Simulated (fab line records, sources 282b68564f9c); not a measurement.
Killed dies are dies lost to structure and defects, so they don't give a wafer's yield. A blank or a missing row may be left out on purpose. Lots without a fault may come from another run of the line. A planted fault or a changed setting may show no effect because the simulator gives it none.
fab line records | flow rit_cmos
record lots=5 wafers=15 last_day=7
route steps=202 shown NWELL@35 PWELL@39 WELLDRIVE@50 NRETRO@53 PRETRO@64
lots that met no fault: from a run of the same line without faults
start_h: hours from the record's first day to the start of the lot's first wafer shown | wait_h: hours since the lot's step before | " the same as in the row above | L1.1+2: a row that stands for several wafers | - no value, or no start given | * or withheld: withheld | < > ~ a bound
route shown NAME@n: a module of which the file shows steps, and the number in the route of the first | usual: mean/standard deviation of fault-free wafers | same: alike in all rows | chamber/n: place in a boat | sites: the reading at each site | _std_site: their standard deviation | _edge_site: outer sites' mean less inner sites' | radius_mm: how far each site lies from the wafer's centre | mask NAME#n: copy n | behind: the tool/chamber that last shaped the wafer | hold: why the lot was held/for how many hours/how that ended | device: the transistor (n, p or np) that didn't switch | end of line: the same wafers' tests at the end of the route | a step without rows: its recipe alone | killed: dies lost to structure and defects at the first sort, not the wafer's yield | map: a wafer's dies, x killed, . not, _ none there
set.NAME: the setting as run; set.NAME@STEP: as run at that earlier step | model.NAME: the simulator's own value behind a step, which no gauge read
lots at some steps of the route; a table a step, a row a wafer
services: from which hour (start_h, from the record's first day; less than 0 if before it) a tool's chamber was out of use, for how many hours, and why
## steps
# step RIT_NWELL_HARDBAKE_07
# recipe resist=NOVOLAK temp_c=140 time_s=120
# usual chill_plate_temp_C=22.99/0.1
# columns lot.wafer tool chamber start_h wait_h chill_plate_temp_C
L082.1 litho_track-01 0 60.31 0.0 23.13
L082.4 " 0 " " 23.00
L082.6 " 0 " " 23.05
L083.1 litho_track-02 0 65.43 0.0 22.95
L083.2 " 0 " " 23.02
L083.5 " 0 " " 23.00
L086.1 litho_track-04 0 81.05 0.0 23.14
L086.2 " 0 " " 22.96
L086.4 " 0 " " 22.93
L089.3 litho_track-04 0 95.53 0.1 22.81
L089.4 " 0 " " 22.96
L089.6 " 0 " " 22.97
L095.2 litho_track-01 0 126.25 0.1 23.21
L095.4 " 0 " " 23.20
L095.6 " 0 " " 23.05
# step RIT_NWELL_IMPLANT_08
# recipe species=P energy_kev=170 dose_cm2=5e+13 tilt_deg=7
# usual beam_energy_keV=170.01/0.047
# columns lot.wafer tool chamber start_h wait_h beam_energy_keV
L082.1 implanter-03 0 60.56 0.2 170.03
L082.4 " 0 " " 169.96
L082.6 " 0 " " 169.97
L083.1 implanter-03 0 65.68 0.2 170.07
L083.2 " 0 " " 170.00
L083.5 " 0 " " 170.06
L086.1 implanter-02 0 81.30 0.2 170.00
L086.2 " 0 " " 169.95
L086.4 " 0 " " 169.99
L089.3 implanter-01 0 95.75 0.2 169.97
L089.4 " 0 " " 170.02
L089.6 " 0 " " 170.08
L095.2 implanter-03 0 126.48 0.2 170.07
L095.4 " 0 " " 170.08
L095.6 " 0 " " 170.03
# step RIT_NWELL_STRIP_09
# recipe chemistry=O2 time_s=180 resist=NOVOLAK platen_temp_c=withheld power_w=500 pressure_mtorr=4000 o2_flow_sccm=4000
# usual drypump_motor_current_A=5.7/0.44
# columns lot.wafer tool chamber start_h wait_h drypump_motor_current_A rf_hours_counter_h
L082.1 plasma_asher-01 0 60.71 0.1 5.6 40
L082.4 " 0 " " 5.6 -
L082.6 " 1 " " 6.3 -
L083.1 plasma_asher-04 0 65.83 0.1 5.7 42
L083.2 " 1 " " 5.0 42
L083.5 " 1 " " 5.0 -
L086.1 plasma_asher-04 1 81.45 0.1 5.0 44
L086.2 " 0 " " 5.7 44
L086.4 " 0 " " 5.7 -
L089.3 plasma_asher-03 1 95.91 0.1 5.5 -
L089.4 " 0 " " 6.1 -
L089.6 " 1 " " 5.5 -
L095.2 plasma_asher-04 0 126.61 0.1 5.7 48
L095.4 " 0 " " 5.7 -
L095.6 " 0 " " 5.7 -
# step RIT_NWELL_TW_MEAS_10
# usual NWELL_TW=2129/20
# columns lot.wafer tool chamber start_h wait_h NWELL_TW
L082.1 film_metro-02 - 60.88 0.1 2113
L082.4 " - " " 2116
L082.6 " - " " 2131
L083.1 film_metro-01 - 66.00 0.1 2137
L083.2 " - " " 2143
L083.5 " - " " 2142
L086.1 film_metro-03 - 81.63 0.1 2155
L086.2 " - " " 2166
L086.4 " - " " 2158
L089.3 film_metro-02 - 96.05 0.1 2107
L089.4 " - " " 2104
L089.6 " - " " 2110
L095.2 film_metro-02 - 126.79 0.1 2101
L095.4 " - " " 2102
L095.6 " - " " 2101
# step RIT_PWELL_HMDS_00
# recipe prime_time_s=60 prime_temp_c=140
# usual chill_plate_temp_C=22.99/0.11
# columns lot.wafer tool chamber start_h wait_h chill_plate_temp_C
L082.1 litho_track-02 0 60.94 0.1 23.03
L082.4 " 0 " " 23.08
L082.6 " 0 " " 22.97
L083.1 litho_track-03 0 66.06 0.1 22.95
L083.2 " 0 " " 22.93
L083.5 " 0 " " 22.81
L086.1 litho_track-03 0 81.69 0.1 22.96
L086.2 " 0 " " 22.81
L086.4 " 0 " " 22.98
L089.3 litho_track-02 0 96.23 0.2 22.84
L089.4 " 0 " " 22.87
L089.6 " 0 " " 22.78
L095.2 litho_track-03 0 126.87 0.1 22.93
L095.4 " 0 " " 23.08
L095.6 " 0 " " 23.10
# step RIT_PWELL_COAT_01
# recipe resist=NOVOLAK spin_rpm=2000 resist_thk_nm=1300
# usual chill_plate_temp_C=22.99/0.084
# columns lot.wafer tool chamber start_h wait_h chill_plate_temp_C
L082.1 litho_track-02 0 61.09 0.1 22.91
L082.4 " 0 " " 23.00
L082.6 " 0 " " 22.95
L083.1 litho_track-03 0 66.21 0.1 22.91
L083.2 " 0 " " 22.96
L083.5 " 0 " " 23.06
L086.1 litho_track-03 0 81.84 0.1 22.95
L086.2 " 0 " " 22.93
L086.4 " 0 " " 22.89
L089.3 litho_track-02 0 96.38 0.1 22.83
L089.4 " 0 " " 22.87
L089.6 " 0 " " 22.92
L095.2 litho_track-03 0 127.02 0.1 23.08
L095.4 " 0 " " 23.00
L095.6 " 0 " " 23.08
# step RIT_PWELL_SOFTBAKE_02
# recipe resist=NOVOLAK temp_c=90 time_s=61.64
# usual chill_plate_temp_C=22.98/0.12 plate_sensor_t_centre_C=90.968/0.01 plate_sensor_t_edge_C=91.021/0.011
# columns lot.wafer tool chamber start_h wait_h chill_plate_temp_C plate_sensor_t_centre_C plate_sensor_t_edge_C
L082.1 litho_track-02 0 61.24 0.1 22.82 90.984 91.037
L082.4 " 0 " " 22.96 90.975 91.022
L082.6 " 0 " " 22.96 90.971 91.027
L083.1 litho_track-03 0 66.36 0.1 22.80 90.958 91.019
L083.2 " 0 " " 23.09 90.971 91.008
L083.5 " 0 " " 23.01 90.971 91.022
L086.1 litho_track-03 0 81.99 0.1 22.99 90.994 91.021
L086.2 " 0 " " 23.06 90.976 91.028
L086.4 " 0 " " 22.93 90.960 91.039
L089.3 litho_track-02 0 96.53 0.1 22.96 90.972 91.040
L089.4 " 0 " " 22.94 90.967 91.009
L089.6 " 0 " " 22.82 90.964 91.041
L095.2 litho_track-03 0 127.17 0.1 22.96 90.961 91.008
L095.4 " 0 " " 22.95 90.944 91.025
L095.6 " 0 " " 23.02 90.978 91.035
# step RIT_PWELL_EXPOSE_03
# recipe mask_id=M3 na=0.57 target_cd_nm=43700 dose_mj=250
# columns lot.wafer tool chamber start_h wait_h mask
L082.1+4+6 iline_stepper-02 0 61.52 0.2 M3#0
L083.1+2+5 iline_stepper-01 0 66.64 0.2 M3#0
L086.1+2+4 iline_stepper-02 0 82.26 0.2 M3#0
L089.3+4+6 iline_stepper-01 0 96.79 0.2 M3#0
L095.2+4+6 iline_stepper-02 0 127.31 0.1 M3#0
# step RIT_PWELL_PEB_04
# recipe resist=NOVOLAK temp_c=withheld time_s=withheld
# usual chill_plate_temp_C=*
# columns lot.wafer tool chamber start_h wait_h chill_plate_temp_C
L082.1 litho_track-02 0 61.68 0.1 *
L082.4 " 0 " " *
L082.6 " 0 " " *
L083.1 litho_track-03 0 66.76 0.1 *
L083.2 " 0 " " *
L083.5 " 0 " " *
L086.1 litho_track-01 0 82.38 0.1 *
L086.2 " 0 " " *
L086.4 " 0 " " *
L089.3 litho_track-03 0 96.93 0.1 *
L089.4 " 0 " " *
L089.6 " 0 " " *
L095.2 litho_track-01 0 127.43 0.1 *
L095.4 " 0 " " *
L095.6 " 0 " " *
# step RIT_PWELL_DEVELOP_05
# recipe resist=NOVOLAK develop_time_s=68 dev_temp_c=23
# usual chill_plate_temp_C=22.98/0.12
# columns lot.wafer tool chamber start_h wait_h chill_plate_temp_C
L082.1 litho_track-02 0 - - 22.92
L082.4 " 0 " " 22.91
L082.6 " 0 " " 22.96
L083.1 litho_track-03 0 - - 23.01
L083.2 " 0 " " 22.69
L083.5 " 0 " " 22.91
L086.1 litho_track-01 0 - - 23.06
L086.2 " 0 " " 23.04
L086.4 " 0 " " 23.12
L089.3 litho_track-03 0 - - 22.98
L089.4 " 0 " " 23.15
L089.6 " 0 " " 22.89
L095.2 litho_track-01 0 - - 22.98
L095.4 " 0 " " 23.03
L095.6 " 0 " " 22.92
# step RIT_PWELL_OVL_MEAS_06
# usual PWELL_OVL=-0.8/1.3
# columns lot.wafer tool chamber start_h wait_h PWELL_OVL[nm]
L082.1 overlay-02 - 61.99 - 0.5
L082.4 " - " " -0.8
L082.6 " - " " -0.2
L083.1 overlay-02 - 67.07 - 2.6
L083.2 " - " " 0.2
L083.5 " - " " 1.8
L086.1 overlay-02 - 82.69 - -0.6
L086.2 " - " " -0.8
L086.4 " - " " -0.1
L089.3 overlay-02 - 97.20 - -0.8
L089.4 " - " " -1.2
L089.6 " - " " 0.4
L095.2 overlay-02 - 127.75 - -2.7
L095.4 " - " " -2.0
L095.6 " - " " -1.9
# step RIT_PWELL_HARDBAKE_07
# recipe resist=NOVOLAK temp_c=140 time_s=120
# usual chill_plate_temp_C=23.03/0.11
# columns lot.wafer tool chamber start_h wait_h chill_plate_temp_C
L082.1 litho_track-02 0 62.14 0.1 23.09
L082.4 " 0 " " 22.91
L082.6 " 0 " " 23.10
L083.1 litho_track-03 0 67.11 0.0 23.10
L083.2 " 0 " " 23.12
L083.5 " 0 " " 23.26
L086.1 litho_track-03 0 82.73 0.0 22.96
L086.2 " 0 " " 22.92
L086.4 " 0 " " 23.02
L089.3 litho_track-03 0 97.31 0.1 23.18
L089.4 " 0 " " 23.16
L089.6 " 0 " " 23.07
L095.2 litho_track-01 0 127.82 0.1 22.94
L095.4 " 0 " " 23.00
L095.6 " 0 " " 23.09
# step RIT_PWELL_IMPLANT_08
# recipe species=B energy_kev=170 dose_cm2=7e+13 tilt_deg=7
# usual beam_energy_keV=169.99/0.055
# columns lot.wafer tool chamber start_h wait_h beam_energy_keV
L082.1 implanter-03 0 62.39 0.2 169.93
L082.4 " 0 " " 170.00
L082.6 " 0 " " 169.86
L083.1 implanter-04 0 67.36 0.2 170.13
L083.2 " 0 " " 170.07
L083.5 " 0 " " 170.05
L086.1 implanter-04 0 82.98 0.2 170.04
L086.2 " 0 " " 169.99
L086.4 " 0 " " 169.91
L089.3 implanter-01 0 97.53 0.2 169.98
L089.4 " 0 " " 169.92
L089.6 " 0 " " 169.95
L095.2 implanter-03 0 128.06 0.2 170.06
L095.4 " 0 " " 170.01
L095.6 " 0 " " 169.95
# step RIT_PWELL_STRIP_09
# recipe chemistry=O2 time_s=180 resist=NOVOLAK platen_temp_c=withheld power_w=500 pressure_mtorr=4000 o2_flow_sccm=4000
# usual drypump_motor_current_A=5.87/0.27
# columns lot.wafer tool chamber start_h wait_h drypump_motor_current_A rf_hours_counter_h
L082.1 plasma_asher-02 0 62.54 0.1 5.93 29
L082.4 " 0 " " 5.91 -
L082.6 " 1 " " 5.76 -
L083.1 plasma_asher-02 0 67.51 0.1 5.94 29
L083.2 " 1 " " 5.76 29
L083.5 " 1 " " 5.74 -
L086.1 plasma_asher-01 1 83.13 0.1 6.28 42
L086.2 " 0 " " 5.59 42
L086.4 " 0 " " 5.62 -
L089.3 plasma_asher-02 0 97.69 0.1 5.95 -
L089.4 " 1 " " 5.80 -
L089.6 " 0 " " 5.92 -
L095.2 plasma_asher-02 0 128.18 0.1 5.94 36
L095.4 " 0 " " 5.97 -
L095.6 " 0 " " 5.97 -
# step RIT_PWELL_TW_MEAS_10
# usual PWELL_TW=948/7.8
# columns lot.wafer tool chamber start_h wait_h PWELL_TW
L082.1 film_metro-01 - 62.72 0.1 954
L082.4 " - " " 951
L082.6 " - " " 950
L083.1 film_metro-01 - 67.68 0.1 950
L083.2 " - " " 949
L083.5 " - " " 948
L086.1 film_metro-03 - 83.30 0.1 957
L086.2 " - " " 958
L086.4 " - " " 953
L089.3 film_metro-02 - 97.82 0.1 936
L089.4 " - " " 932
L089.6 " - " " 932
L095.2 film_metro-03 - 128.37 0.1 954
L095.4 " - " " 955
L095.6 " - " " 951
# step RIT_WELLDRIVE_ANNEAL_00
# recipe temp_c=1100 time_s=14700 ambient=N2
# usual zone_power_centre_pct=56/5.9 zone_power_load_pct=45.2/2.6
# columns lot.wafer tool chamber start_h wait_h zone_power_centre_pct zone_power_load_pct
L082.1 furnace-02 0 62.78 0.1 56 49.0
L082.4 " 0 " " 56 48.7
L082.6 " 0 " " 56 49.3
L083.1 furnace-03 0 67.74 0.1 50 43.3
L083.2 " 0 " " 51 43.8
L083.5 " 0 " " 51 43.5
L086.1 furnace-01 0 83.59 0.3 64 44.2
L086.2 " 0 " " 65 44.2
L086.4 " 0 " " 64 43.4
L089.3 furnace-03 0 97.86 0.0 50 43.8
L089.4 " 0 " " 50 43.6
L089.6 " 0 " " 50 43.9
L095.2 furnace-02 0 128.42 0.0 56 49.8
L095.4 " 0 " " 55 49.9
L095.6 " 0 " " 56 48.8
# step RIT_WELLDRIVE_RS_MEAS_01
# recipe thk_meas_gauge=four-point-probe
# usual NWELL_RS=275.4/0.81
# columns lot.wafer tool chamber start_h wait_h NWELL_RS[ohm/sq]
L082.1 film_metro-02 - 67.86 0.0 275.8
L082.4 " - " " 276.4
L082.6 " - " " 275.1
L083.1 film_metro-01 - 72.82 0.0 275.8
L083.2 " - " " 276.4
L083.5 " - " " 276.7
L086.1 film_metro-03 - 88.68 0.0 276.0
L086.2 " - " " 275.2
L086.4 " - " " 274.9
L089.3 film_metro-02 - 102.99 0.0 275.2
L089.4 " - " " 275.5
L089.6 " - " " 274.7
L095.2 film_metro-01 - 133.52 0.0 275.2
L095.4 " - " " 276.0
L095.6 " - " " 276.0
# step RIT_WELLDRIVE_RS_MEAS_02
# recipe thk_meas_gauge=four-point-probe
# usual PWELL_RS=429.3/1.4
# columns lot.wafer tool chamber start_h wait_h PWELL_RS[ohm/sq]
L082.1 film_metro-02 - 67.98 0.1 428.0
L082.4 " - " " 430.0
L082.6 " - " " 430.2
L083.1 film_metro-01 - 72.94 0.1 428.5
L083.2 " - " " 429.9
L083.5 " - " " 428.8
L086.1 film_metro-03 - 88.80 0.1 427.6
L086.2 " - " " 427.4
L086.4 " - " " 429.2
L089.3 film_metro-02 - 103.11 0.1 429.2
L089.4 " - " " 429.4
L089.6 " - " " 429.6
L095.2 film_metro-01 - 133.64 0.1 430.1
L095.4 " - " " 430.2
L095.6 " - " " 430.9
# step RIT_NRETRO_HMDS_00
# recipe prime_time_s=60 prime_temp_c=140
# usual chill_plate_temp_C=22.99/0.1
# columns lot.wafer tool chamber start_h wait_h chill_plate_temp_C
L082.1 litho_track-02 0 68.10 0.1 23.06
L082.4 " 0 " " 23.07
L082.6 " 0 " " 23.04
L083.1 litho_track-04 0 73.06 0.1 22.87
L083.2 " 0 " " 23.06
L083.5 " 0 " " 23.14
L086.1 litho_track-03 0 88.92 0.1 23.01
L086.2 " 0 " " 23.13
L086.4 " 0 " " 23.19
L089.3 litho_track-02 0 103.24 0.1 22.98
L089.4 " 0 " " 23.03
L089.6 " 0 " " 23.05
L095.2 litho_track-04 0 133.76 0.1 23.08
L095.4 " 0 " " 23.02
L095.6 " 0 " " 22.98
# step RIT_NRETRO_COAT_01
# recipe resist=NOVOLAK spin_rpm=2000 resist_thk_nm=1300
# usual chill_plate_temp_C=22.99/0.11
# columns lot.wafer tool chamber start_h wait_h chill_plate_temp_C
L082.1 litho_track-02 0 68.25 0.1 23.02
L082.4 " 0 " " 23.03
L082.6 " 0 " " 22.98
L083.1 litho_track-04 0 73.21 0.1 22.73
L083.2 " 0 " " 22.94
L083.5 " 0 " " 22.87
L086.1 litho_track-03 0 89.07 0.1 23.10
L086.2 " 0 " " 23.05
L086.4 " 0 " " 22.84
L089.3 litho_track-02 0 103.39 0.1 22.97
L089.4 " 0 " " 23.03
L089.6 " 0 " " 22.92
L095.2 litho_track-04 0 133.91 0.1 22.91
L095.4 " 0 " " 22.73
L095.6 " 0 " " 22.89
# step RIT_NRETRO_SOFTBAKE_02
# recipe resist=NOVOLAK temp_c=90 time_s=60
# usual chill_plate_temp_C=23.00/0.095
# columns lot.wafer tool chamber start_h wait_h chill_plate_temp_C
L082.1 litho_track-02 0 68.40 0.1 23.02
L082.4 " 0 " " 22.84
L082.6 " 0 " " 22.96
L083.1 litho_track-04 0 73.36 0.1 23.00
L083.2 " 0 " " 22.98
L083.5 " 0 " " 23.23
L086.1 litho_track-03 0 89.22 0.1 23.11
L086.2 " 0 " " 23.01
L086.4 " 0 " " 22.97
L089.3 litho_track-02 0 103.54 0.1 22.90
L089.4 " 0 " " 23.03
L089.6 " 0 " " 23.01
L095.2 litho_track-04 0 134.06 0.1 22.92
L095.4 " 0 " " 23.01
L095.6 " 0 " " 22.95
# step RIT_NRETRO_EXPOSE_03
# recipe mask_id=M4 na=0.57 target_cd_nm=43900 dose_mj=250
# columns lot.wafer tool chamber start_h wait_h mask
L082.1+4+6 iline_stepper-01 0 68.67 0.2 M4#0
L083.1+2+5 iline_stepper-01 0 73.51 0.1 M4#0
L086.1+2+4 iline_stepper-02 0 89.49 0.2 M4#0
L089.3+4+6 iline_stepper-02 0 103.80 0.2 M4#0
L095.2+4+6 iline_stepper-02 0 134.21 0.1 M4#0
# step RIT_NRETRO_PEB_04
# recipe resist=NOVOLAK temp_c=withheld time_s=withheld
# usual chill_plate_temp_C=*
# columns lot.wafer tool chamber start_h wait_h chill_plate_temp_C
L082.1 litho_track-02 0 68.79 0.1 *
L082.4 " 0 " " *
L082.6 " 0 " " *
L083.1 litho_track-04 0 73.63 0.1 *
L083.2 " 0 " " *
L083.5 " 0 " " *
L086.1 litho_track-03 0 89.61 0.1 *
L086.2 " 0 " " *
L086.4 " 0 " " *
L089.3 litho_track-03 0 103.93 0.1 *
L089.4 " 0 " " *
L089.6 " 0 " " *
L095.2 litho_track-03 0 134.35 0.1 *
L095.4 " 0 " " *
L095.6 " 0 " " *
# step RIT_NRETRO_DEVELOP_05
# recipe resist=NOVOLAK develop_time_s=68 dev_temp_c=23
# usual chill_plate_temp_C=23.00/0.12
# columns lot.wafer tool chamber start_h wait_h chill_plate_temp_C
L082.1 litho_track-02 0 - - 23.14
L082.4 " 0 " " 22.81
L082.6 " 0 " " 22.96
L083.1 litho_track-04 0 - - 22.95
L083.2 " 0 " " 23.21
L083.5 " 0 " " 23.06
L086.1 litho_track-03 0 - - 23.22
L086.2 " 0 " " 23.09
L086.4 " 0 " " 23.19
L089.3 litho_track-03 0 - - 22.86
L089.4 " 0 " " 22.83
L089.6 " 0 " " 23.13
L095.2 litho_track-03 0 - - 23.18
L095.4 " 0 " " 22.95
L095.6 " 0 " " 22.98
# step RIT_NRETRO_OVL_MEAS_06
# usual NRETRO_OVL=-0.1/1.2
# columns lot.wafer tool chamber start_h wait_h NRETRO_OVL[nm]
L082.1 overlay-02 - 69.10 - 1.2
L082.4 " - " " 0.0
L082.6 " - " " 0.4
L083.1 overlay-02 - 73.94 - -1.1
L083.2 " - " " 0.6
L083.5 " - " " -1.8
L086.1 overlay-02 - 89.92 - 0.8
L086.2 " - " " -0.1
L086.4 " - " " 0.8
L089.3 overlay-01 - 104.20 - -0.9
L089.4 " - " " 0.4
L089.6 " - " " 0.9
L095.2 overlay-02 - 134.65 - -0.7
L095.4 " - " " -0.7
L095.6 " - " " -2.5
# step RIT_NRETRO_HARDBAKE_07
# recipe resist=NOVOLAK temp_c=140 time_s=120
# usual chill_plate_temp_C=23.03/0.11
# columns lot.wafer tool chamber start_h wait_h chill_plate_temp_C
L082.1 litho_track-02 0 69.14 0.0 23.02
L082.4 " 0 " " 23.05
L082.6 " 0 " " 23.14
L083.1 litho_track-04 0 73.98 0.0 23.25
L083.2 " 0 " " 23.20
L083.5 " 0 " " 22.99
L086.1 litho_track-02 0 89.96 0.0 22.91
L086.2 " 0 " " 23.11
L086.4 " 0 " " 22.96
L089.3 litho_track-02 0 104.31 0.1 22.94
L089.4 " 0 " " 23.20
L089.6 " 0 " " 23.35
L095.2 litho_track-03 0 134.72 0.1 22.91
L095.4 " 0 " " 22.98
L095.6 " 0 " " 22.83
# step RIT_NRETRO_IMPLANT_08
# recipe species=P energy_kev=70 dose_cm2=9.82e+12 tilt_deg=7
# usual beam_energy_keV=70.000/0.022
# columns lot.wafer tool chamber start_h wait_h beam_energy_keV
L082.1 implanter-01 0 69.39 0.2 70.003
L082.4 " 0 " " 70.021
L082.6 " 0 " " 70.012
L083.1 implanter-01 0 74.23 0.2 70.015
L083.2 " 0 " " 70.027
L083.5 " 0 " " 70.029
L086.1 implanter-02 0 90.21 0.2 70.001
L086.2 " 0 " " 70.016
L086.4 " 0 " " 70.031
L089.3 implanter-04 0 104.53 0.2 70.015
L089.4 " 0 " " 70.018
L089.6 " 0 " " 70.027
L095.2 implanter-01 0 134.95 0.2 70.030
L095.4 " 0 " " 70.045
L095.6 " 0 " " 70.018
# step RIT_NRETRO_STRIP_09
# recipe chemistry=O2 time_s=180 resist=NOVOLAK platen_temp_c=withheld power_w=500 pressure_mtorr=4000 o2_flow_sccm=4000
# usual drypump_motor_current_A=5.7/0.41
# columns lot.wafer tool chamber start_h wait_h drypump_motor_current_A rf_hours_counter_h
L082.1 plasma_asher-02 1 69.54 0.1 5.8 29
L082.4 " 0 " " 5.9 -
L082.6 " 1 " " 5.8 -
L083.1 plasma_asher-04 0 74.38 0.1 5.7 43
L083.2 " 1 " " 4.9 43
L083.5 " 0 " " 5.7 -
L086.1 plasma_asher-01 1 90.36 0.1 6.3 43
L086.2 " 0 " " 5.6 43
L086.4 " 0 " " 5.6 -
L089.3 plasma_asher-04 1 104.69 0.1 4.9 -
L089.4 " 0 " " 5.7 -
L089.6 " 0 " " 5.7 -
L095.2 plasma_asher-02 1 135.08 0.1 5.8 37
L095.4 " 0 " " 5.9 -
L095.6 " 1 " " 5.8 -
# step RIT_NRETRO_TW_MEAS_10
# usual NRETRO_TW=1041/10
# columns lot.wafer tool chamber start_h wait_h NRETRO_TW
L082.1 film_metro-02 - 69.72 0.1 1039
L082.4 " - " " 1037
L082.6 " - " " 1038
L083.1 film_metro-03 - 74.55 0.1 1051
L083.2 " - " " 1052
L083.5 " - " " 1052
L086.1 film_metro-04 - 90.53 0.1 1049
L086.2 " - " " 1043
L086.4 " - " " 1045
L089.3 film_metro-04 - 104.82 0.1 1045
L089.4 " - " " 1044
L089.6 " - " " 1045
L095.2 film_metro-02 - 135.26 0.1 1028
L095.4 " - " " 1030
L095.6 " - " " 1028
# step RIT_PRETRO_HMDS_00
# recipe prime_time_s=60 prime_temp_c=140
# usual chill_plate_temp_C=22.98/0.11
# columns lot.wafer tool chamber start_h wait_h chill_plate_temp_C
L082.1 litho_track-01 0 69.78 0.1 22.87
L082.4 " 0 " " 22.98
L082.6 " 0 " " 22.78
L083.1 litho_track-01 0 74.61 0.1 23.04
L083.2 " 0 " " 22.98
L083.5 " 0 " " 22.96
L086.1 litho_track-04 0 90.59 0.1 23.13
L086.2 " 0 " " 22.96
L086.4 " 0 " " 23.03
L089.3 litho_track-01 0 104.91 0.1 23.10
L089.4 " 0 " " 23.14
L089.6 " 0 " " 22.90
L095.2 litho_track-01 0 135.34 0.1 22.98
L095.4 " 0 " " 23.11
L095.6 " 0 " " 23.01
# step RIT_PRETRO_COAT_01
# recipe resist=NOVOLAK spin_rpm=2000 resist_thk_nm=1300
# usual chill_plate_temp_C=22.97/0.11
# columns lot.wafer tool chamber start_h wait_h chill_plate_temp_C
L082.1 litho_track-01 0 69.93 0.1 23.04
L082.4 " 0 " " 22.98
L082.6 " 0 " " 23.17
L083.1 litho_track-01 0 74.76 0.1 22.95
L083.2 " 0 " " 23.02
L083.5 " 0 " " 23.20
L086.1 litho_track-04 0 90.74 0.1 22.82
L086.2 " 0 " " 22.84
L086.4 " 0 " " 22.91
L089.3 litho_track-01 0 105.06 0.1 23.01
L089.4 " 0 " " 22.87
L089.6 " 0 " " 22.89
L095.2 litho_track-01 0 135.49 0.1 23.29
L095.4 " 0 " " 23.04
L095.6 " 0 " " 23.05
# step RIT_PRETRO_SOFTBAKE_02
# recipe resist=NOVOLAK temp_c=90 time_s=60
# usual chill_plate_temp_C=23.00/0.098
# columns lot.wafer tool chamber start_h wait_h chill_plate_temp_C
L082.1 litho_track-01 0 70.08 0.1 23.19
L082.4 " 0 " " 23.11
L082.6 " 0 " " 23.01
L083.1 litho_track-01 0 74.91 0.1 23.06
L083.2 " 0 " " 22.96
L083.5 " 0 " " 22.92
L086.1 litho_track-04 0 90.89 0.1 23.06
L086.2 " 0 " " 22.99
L086.4 " 0 " " 23.05
L089.3 litho_track-01 0 105.21 0.1 22.96
L089.4 " 0 " " 22.98
L089.6 " 0 " " 22.97
L095.2 litho_track-01 0 135.64 0.1 23.09
L095.4 " 0 " " 23.00
L095.6 " 0 " " 23.06
# step RIT_PRETRO_EXPOSE_03
# recipe mask_id=M5 na=0.57 target_cd_nm=43700 dose_mj=250
# columns lot.wafer tool chamber start_h wait_h mask
L082.1+4+6 iline_stepper-02 0 70.23 0.1 M5#0
L083.1+2+5 iline_stepper-02 0 75.06 0.1 M5#0
L086.1+2+4 iline_stepper-01 0 91.04 0.1 M5#0
L089.3+4+6 iline_stepper-02 0 105.48 0.2 M5#0
L095.2+4+6 iline_stepper-02 0 135.91 0.2 M5#0
# step RIT_PRETRO_PEB_04
# recipe resist=NOVOLAK temp_c=withheld time_s=withheld
# usual chill_plate_temp_C=*
# columns lot.wafer tool chamber start_h wait_h chill_plate_temp_C
L082.1 litho_track-03 0 70.34 0.1 *
L082.4 " 0 " " *
L082.6 " 0 " " *
L083.1 litho_track-01 0 75.18 0.1 *
L083.2 " 0 " " *
L083.5 " 0 " " *
L086.1 litho_track-04 0 91.16 0.1 *
L086.2 " 0 " " *
L086.4 " 0 " " *
L089.3 litho_track-03 0 105.60 0.1 *
L089.4 " 0 " " *
L089.6 " 0 " " *
L095.2 litho_track-04 0 136.03 0.1 *
L095.4 " 0 " " *
L095.6 " 0 " " *
# step RIT_PRETRO_DEVELOP_05
# recipe resist=NOVOLAK develop_time_s=68 dev_temp_c=23
# usual chill_plate_temp_C=23.00/0.1
# columns lot.wafer tool chamber start_h wait_h chill_plate_temp_C
L082.1 litho_track-03 0 - - 23.03
L082.4 " 0 " " 23.14
L082.6 " 0 " " 22.99
L083.1 litho_track-01 0 - - 23.22
L083.2 " 0 " " 23.16
L083.5 " 0 " " 23.17
L086.1 litho_track-04 0 - - 22.94
L086.2 " 0 " " 22.92
L086.4 " 0 " " 22.89
L089.3 litho_track-03 0 - - 23.06
L089.4 " 0 " " 23.15
L089.6 " 0 " " 22.99
L095.2 litho_track-04 0 - - 23.12
L095.4 " 0 " " 23.09
L095.6 " 0 " " 23.13
# step RIT_PRETRO_OVL_MEAS_06
# usual PRETRO_OVL=0.1/1.3
# columns lot.wafer tool chamber start_h wait_h PRETRO_OVL[nm]
L082.1 overlay-02 - 70.66 - -1.6
L082.4 " - " " -3.6
L082.6 " - " " -1.4
L083.1 overlay-02 - 75.49 - -0.7
L083.2 " - " " 2.8
L083.5 " - " " 0.2
L086.1 overlay-01 - 91.47 - -1.4
L086.2 " - " " 1.5
L086.4 " - " " -0.1
L089.3 overlay-01 - 105.88 - 0.3
L089.4 " - " " 0.2
L089.6 " - " " 0.8
L095.2 overlay-01 - 136.32 - 1.9
L095.4 " - " " 1.2
L095.6 " - " " 3.7
# step RIT_PRETRO_HARDBAKE_07
# recipe resist=NOVOLAK temp_c=138.8 time_s=120
# usual chill_plate_temp_C=22.99/0.12
# columns lot.wafer tool chamber start_h wait_h chill_plate_temp_C
L082.1 litho_track-01 0 70.69 0.0 22.93
L082.4 " 0 " " 23.11
L082.6 " 0 " " 23.10
L083.1 litho_track-01 0 75.53 0.0 22.70
L083.2 " 0 " " 22.81
L083.5 " 0 " " 22.81
L086.1 litho_track-04 0 91.51 0.0 23.18
L086.2 " 0 " " 23.25
L086.4 " 0 " " 23.07
L089.3 litho_track-04 0 105.99 0.1 23.11
L089.4 " 0 " " 23.02
L089.6 " 0 " " 23.24
L095.2 litho_track-01 0 136.39 0.1 23.09
L095.4 " 0 " " 23.01
L095.6 " 0 " " 22.91
## services
# columns tool chamber start_h hours kind
furnace-02 - 41.91 2.7 pm
implanter-02 - 43.95 1.9 repair
furnace-03 - 48.33 3.4 pm
iline_stepper-02 0 49.73 - calibration
iline_stepper-01 - 80.77 4.4 pm
iline_stepper-02 - 83.29 5.9 repair
plasma_asher-03 - 108.75 9.0 pm
plasma_asher-03 0 108.75 9.0 vent_cycle
plasma_asher-03 1 108.75 9.0 vent_cycle
furnace-01 - 114.00 3.2 pm
plasma_asher-03 0 117.75 - clean
plasma_asher-03 1 117.75 - clean
furnace-01 - 123.80 3.1 pm
implanter-04 - 124.61 4.3 pm
## key
fault none
